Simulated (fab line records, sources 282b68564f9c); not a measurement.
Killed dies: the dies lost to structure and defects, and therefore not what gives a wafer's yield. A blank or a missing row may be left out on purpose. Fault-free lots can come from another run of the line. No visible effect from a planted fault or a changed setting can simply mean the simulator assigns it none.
Code-filled problem report in 8D (eight disciplines) form || flow rit cmos || the parts of the form that need people (team, actions taken, sign-off) are left out

1. PROBLEM STATEMENT
developer temp C at RIT_NLDD_DEVELOP_05 reads a mean of 24.00 C on 6 wafers of 2 lots; wafers without a fault read 23.02 C with a standard deviation of 0.12. That is +8.1 standard deviations from the usual mean.
The step: develop time 50 s.
First seen on wafer L854.3, day 3 23:00, on litho track-04. Wafers with a number at this step in the record: 42, from 14 lots. Rule for "out", or "out of limits": more than 4 standard deviations from the usual mean. All remaining wafers that have a number are taken as sound.

2. WHAT THIS IS AND IS NOT
{"question": "which readings at this step", "is": "developer temp C", "is not": "-"}
{"question": "which lots", "is": "L854, L858", "is not": "L849, L850, L851, L852, L863, L864, L866, L868, L869, L870, L871, L872"}
{"question": "which wafers of those lots", "is": "all that have a number", "is not": "-"}
{"question": "read on which tools", "is": "litho track-04", "is not": "litho track-01, litho track-03"}
{"question": "when", "is": "from day 3 23:00", "is not": "up to then (12 sound wafers); but 24 sound wafers of L863, L864, L866, L868, L869, L870, L871, L872 came after"}

3. SUSPECTS, AND WHAT RULES EACH OUT
Counting: a tool at a process step up to the reading stays a suspect if it ran every lot that is out and no sound lot after the first of them.
- litho track-04 at RIT_NLDD_DEVELOP_05 (develop time 50 s): ruled out as a lasting fault. The sound lots L869 went through it after L854, its earliest lot that is out (day 3 23:00).
Left after counting: nothing in the record.

4. THE CAUSE (what the simulator had put in)
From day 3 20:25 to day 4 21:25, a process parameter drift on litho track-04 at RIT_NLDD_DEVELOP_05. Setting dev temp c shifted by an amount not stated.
Counting ruled it out, wrongly.

5. THE CHAIN OF EFFECTS, in route order
Each row: a reading where the mean over the struck wafers with a number is more than 3 standard deviations away from the usual. Readings are gone through only where the record gives a usual standard deviation; hours: the median, over the lots, of the time from a lot's start at the first step in this table giving one to that lot's start at this step; sigmas: the change measured in usual standard deviations.
{"hours": 0, "step": "RIT_NLDD_DEVELOP_05", "reading": "developer temp C", "usual": "23.02 C", "on struck wafers": 24.00, "change": "+0.98", "sigmas": "+8.1"}
It contains these process steps:
- RIT_NLDD_DEVELOP_05: develop time 50 s.

6. WHAT WOULD HAVE CAUGHT IT SOONER
First out-of-limits reading in this record: day 3 23:00, which is 3 hours after fault onset at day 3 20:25.
